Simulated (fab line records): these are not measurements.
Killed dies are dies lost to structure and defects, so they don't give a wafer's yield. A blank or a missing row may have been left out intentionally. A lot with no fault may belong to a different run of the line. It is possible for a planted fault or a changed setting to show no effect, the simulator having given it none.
Chamber matching    flow berkeley-cmos170    4 sister chambers for UCB170_ZERO_ETCH_06 on rie-diel-03
The step etches SiO2 in CHF3/CF4/Ar, time 12 s. 14 wafers are shown with their chamber, then 7 later ones without.

EACH WAFER AND ITS CHAMBER
wafer   chamber  drypump-motor-current-A (A)  throttle-valve-pct (%)  oes-product-au (a.u.)
L104.1  0        6.6                          9.00                    0.628
L104.3  2        5.4                          9.12                    0.634
L104.6  3        5.8                          8.95                    0.615
L107.1  1        5.6                          9.14                    0.631
L107.2  3        5.7                          8.96                    0.598
L107.3  0        6.6                          9.01                    0.626
L109.4  1        5.6                          9.13                    0.627
L109.5  3        5.8                          8.95                    0.610
L109.6  0        6.7                          9.02                    0.625
L119.1  0        6.6                          9.00                    0.622
L119.2  1        5.6                          9.11                    0.633
L119.5  3        5.8                          8.96                    0.603
L120.3  0        6.7                          9.01                    0.624
L120.4  2        5.4                          9.11                    0.628

SIGNATURES (means of the wafers above)
reading                  chamber 0  chamber 1  chamber 2  chamber 3  scatter within a chamber
drypump-motor-current-A  6.640      5.600      5.400      5.775      0.0442
throttle-valve-pct       9.0080     9.1267     9.1150     8.9550     0.00947
oes-product-au           0.62500    0.63033    0.63100    0.60650    0.00475
Rule: a wafer's distance from a chamber is the root of the sum, over the readings, of the square of ((its reading less the chamber's mean) divided by the reading's scatter). The wafer belongs to the nearest chamber; if the next one is less than 2 further off, it can't be placed. The scatter: the root of (the sum of the squares of (reading less its chamber's mean) over the shown wafers, divided by (wafers less chambers)).

WAFERS WITHOUT THEIR CHAMBER
wafer   drypump-motor-current-A (A)  throttle-valve-pct (%)  oes-product-au (a.u.)
L120.6  6.7                          8.99                    0.633
L122.4  6.7                          9.01                    0.631
L122.5  5.4                          9.12                    0.637
L122.6  5.8                          8.95                    0.609
L124.2  5.6                          9.12                    0.633
L124.4  5.8                          8.96                    0.610
L124.5  5.8                          8.96                    0.607

WHICH CHAMBER EACH WENT THROUGH
wafer   from the rows above  in truth
L120.6  0                    0
L122.4  0                    0
L122.5  2                    2
L122.6  3                    3
L124.2  1                    1
L124.4  3                    3
L124.5  3                    3
Correct placement for 7 of the 7. Left unplaced by these rows: 0. 0 placed wrongly.
